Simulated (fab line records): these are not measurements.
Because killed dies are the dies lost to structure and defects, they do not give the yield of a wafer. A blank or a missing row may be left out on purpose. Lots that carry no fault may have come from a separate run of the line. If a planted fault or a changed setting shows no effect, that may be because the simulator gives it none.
Comparing a struck lot with a sound one || flow ritCmos || 44 steps out of a route of 202
Sound: wafers L202.1, L202.3, L202.6. Wafers struck: L206.1, L206.5, L206.6. Last of all comes the cause.
For every step that has rows: the tool of each side, followed by ch and its chambers, followed by its first start. Under that, the readings that differ: sound wafers || struck wafers || difference of the means || sigmas: that difference in standard deviations of wafers without a fault.
alike: readings whose means differ by less than 2 such deviations, and words and numbers that are the same on both sides. not compared: withheld readings, readings that some wafer has no value for, bounds like >300 that may hide the same value, and numbers for which the record gives no deviation and whose values overlap.
Wherever a step has rows on one side only, a row that says differs or no value, or a row with sigmas, the two part there. Numbers that don't overlap but have no deviation are shown without sigmas and don't part them. A reading missing from all wafers of one side parts the sides only when that side holds two or more wafers.

first, 3 steps without rows for these wafers: RIT_REOX_CLEAN_01 (cleans in dHF, time 30 s); RIT_REOX_CLEAN_02 (cleans in SC2, time 600 s); RIT_REOX_OXIDATION_03 (target thk 25.2 nm, ox time 5804 s).
RIT_REOX_THK_MEAS_04:
  struck on filmMetro-03, day 5 20:25; sound on filmMetro-02, day 5 01:22
  alike: REOX_OXIDE_THK
then, 6 steps without rows for these wafers: RIT_NLDD_HMDS_00 (prime time 60 s); RIT_NLDD_COAT_01 (resist thk 1000 nm); RIT_NLDD_SOFTBAKE_02 (time 60 s); RIT_NLDD_EXPOSE_03 (exposes mask M7, target cd 40700 nm); RIT_NLDD_PEB_04; RIT_NLDD_DEVELOP_05 (develop time 50 s).
RIT_NLDD_OVL_MEAS_06:
  struck on overlay-01, day 5 21:35; sound on overlay-01, day 5 02:23
  alike: NLDD_OVL
then, 1 step without rows for these wafers: RIT_NLDD_HARDBAKE_07 (time 60 s).
RIT_NLDD_IMPLANT_08:
  sound on implanter-04 ch 0, day 5 02:35; struck on implanter-04 ch 0, day 5 21:47
{"reading": "doseIonsCm2", "sound": "4.997e+14 4.983e+14 4.994e+14", "struck": "2.727e+14 2.714e+14 2.723e+14", "difference": -2.270e+14, "sigmas": "-99 or more"}
{"reading": "faradayCurrentUA", "sound": "1575 1558 1559", "struck": "881 865 827", "difference": -706, "sigmas": -24}
RIT_NLDD_STRIP_09: strips in O2, time 180 s.
  sound on plasmaAsher-02 ch 0,1, day 5 02:44; struck on plasmaAsher-04 ch 0,1, day 5 21:56
  alike: drypumpMotorCurrentA, rfReflPowerW
  not compared: rfHoursCounterH
RIT_NLDD_TW_MEAS_10:
  struck on filmMetro-03, day 5 22:07; sound on filmMetro-04, day 5 02:55
{"reading": "NLDD_TW", "sound": "2464 2465 2474", "struck": "2081 2102 2099", "difference": -374, "sigmas": -31}
then, 6 steps without rows for these wafers: RIT_PLDD_HMDS_00 (prime time 60 s); RIT_PLDD_COAT_01 (resist thk 1012 nm); RIT_PLDD_SOFTBAKE_02 (time 60 s); RIT_PLDD_EXPOSE_03 (exposes mask M8, target cd 40900 nm); RIT_PLDD_PEB_04; RIT_PLDD_DEVELOP_05 (develop time 50 s).
RIT_PLDD_OVL_MEAS_06:
  struck on overlay-02, day 5 23:02; sound on overlay-02, day 5 03:49
  alike: PLDD_OVL
then, 2 steps without rows for these wafers: RIT_PLDD_HARDBAKE_07 (time 60 s); RIT_PLDD_IMPLANT_08.
RIT_PLDD_STRIP_09: strips in O2, time 180 s.
  sound on plasmaAsher-03 ch 0,1, day 5 04:09; struck on plasmaAsher-01 ch 0,1, day 5 23:22
{"reading": "rfReflPowerW (W)", "sound": "9.9 7.4 10.1", "struck": "5.5 5.0 5.5", "difference": -3.8, "sigmas": -3}
  alike: drypumpMotorCurrentA
  not compared: rfHoursCounterH
RIT_PLDD_TW_MEAS_10:
  struck on filmMetro-04, day 5 23:32; sound on filmMetro-01, day 5 04:20
  alike: PLDD_TW
then, 4 steps without rows for these wafers: RIT_SPACER_CLEAN_00 (cleans in SC1, time 600 s); RIT_SPACER_CLEAN_01 (cleans in dHF, time 30 s); RIT_SPACER_CLEAN_02 (cleans in SC2, time 600 s); RIT_SPACER_CVD_03 (deposits Si3N4 from SiH2Cl2/NH3, target thk 250 nm, time 3300 s).
RIT_SPACER_THK_MEAS_04:
  struck on filmMetro-04, day 6 01:55; sound on filmMetro-02, day 5 07:38
  alike: SPACER_NITRIDE_THK
RIT_SPACER_ETCHBACK_05: etches Si3N4 in SF6/CHF3, stops on SiO2, target depth 250 nm, time 240 s.
  sound on rieDiel-01 ch 0,1,3, day 5 07:41; struck on rieDiel-01 ch 0,1,2, day 6 01:59
  alike: drypumpMotorCurrentA, oesProductAu, rfFwdPowerW, throttleValvePct
  not compared: rfHoursCounterH
then, 6 steps without rows for these wafers: RIT_NSD_HMDS_00 (prime time 60 s); RIT_NSD_COAT_01 (resist thk 1000 nm); RIT_NSD_SOFTBAKE_02 (time 60 s); RIT_NSD_EXPOSE_03 (exposes mask M9, target cd 40700 nm); RIT_NSD_PEB_04; RIT_NSD_DEVELOP_05 (develop time 50 s).
RIT_NSD_OVL_MEAS_06:
  struck on overlay-01, day 6 02:59; sound on overlay-02, day 5 08:49
  alike: NSD_OVL
then, 2 steps without rows for these wafers: RIT_NSD_HARDBAKE_07 (time 60 s); RIT_NSD_IMPLANT_08.
RIT_NSD_STRIP_09: strips in O2, time 180 s.
  sound on plasmaAsher-02 ch 1, day 5 09:14; struck on plasmaAsher-02 ch 0,1, day 6 03:19
  alike: drypumpMotorCurrentA, rfReflPowerW
  not compared: rfHoursCounterH
RIT_SDANNEAL_RS_MEAS_07: measurement is done with a four-point probe.
  struck on filmMetro-03, day 6 05:53; sound on filmMetro-04, day 5 12:01
{"reading": "NLDD_RS (ohm/sq)", "sound": "150.9 151.2 151.2", "struck": "245.0 242.8 242.8", "difference": "+92.4", "sigmas": "+99 or more"}
RIT_M1_PROBE_99:
  struck on prober-02, day 6 14:05; sound on prober-02, day 5 19:18
{"reading": "model.etest.nmos_0p15.rOnOhmUm", "sound": "1136 1147 1172", "struck": "1569 1582 1568", "difference": "+421", "sigmas": ""}
{"reading": "model.etest.nmos_0p3.rOnOhmUm", "sound": "2164 2183 2211", "struck": "2590 2583 2578", "difference": "+398", "sigmas": ""}
{"reading": "model.etest.nldd.rsOhmSq", "sound": "384.9 389.7 389.2", "struck": "698.6 698.9 695.2", "difference": "+309.6", "sigmas": ""}
{"reading": "model.etest.nmosTurned.driveUaUm", "sound": "321.1 316.3 314.8", "struck": "154.8 160.7 161.4", "difference": -158.4, "sigmas": ""}
{"reading": "model.etest.nmos_0p15.driveUaUm", "sound": "473.9 458.9 457.1", "struck": "362.5 364.9 365.8", "difference": -98.9, "sigmas": ""}
{"reading": "model.etest.nldd.lineOhmUm", "sound": "124.2 124.6 123", "struck": "221.2 221.2 217.8", "difference": "+96.1", "sigmas": ""}
{"reading": "model.etest.nmos_0p3.driveUaUm", "sound": "224.6 220.7 221.4", "struck": "199.6 200.8 200.2", "difference": -22.0, "sigmas": ""}
{"reading": "model.etest.nmosNarrow.driveUaUm", "sound": "221.2 216.6 217.5", "struck": "198.2 199.3 200.4", "difference": -19.1, "sigmas": ""}
  alike: killedAtFrontEnd, killedDies, killedOpen, killedShort

WHERE THEY PART
Last at RIT_SDANNEAL_RS_MEAS_07 as far as this record goes, first at RIT_NLDD_IMPLANT_08. Later steps at which nothing parts them and some readings are alike: RIT_M1_PROBE_99.

WHY: whatever the simulator had introduced
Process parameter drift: implanter-04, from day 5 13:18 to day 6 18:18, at RIT_NLDD_IMPLANT_08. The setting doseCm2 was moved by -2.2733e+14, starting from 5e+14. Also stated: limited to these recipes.
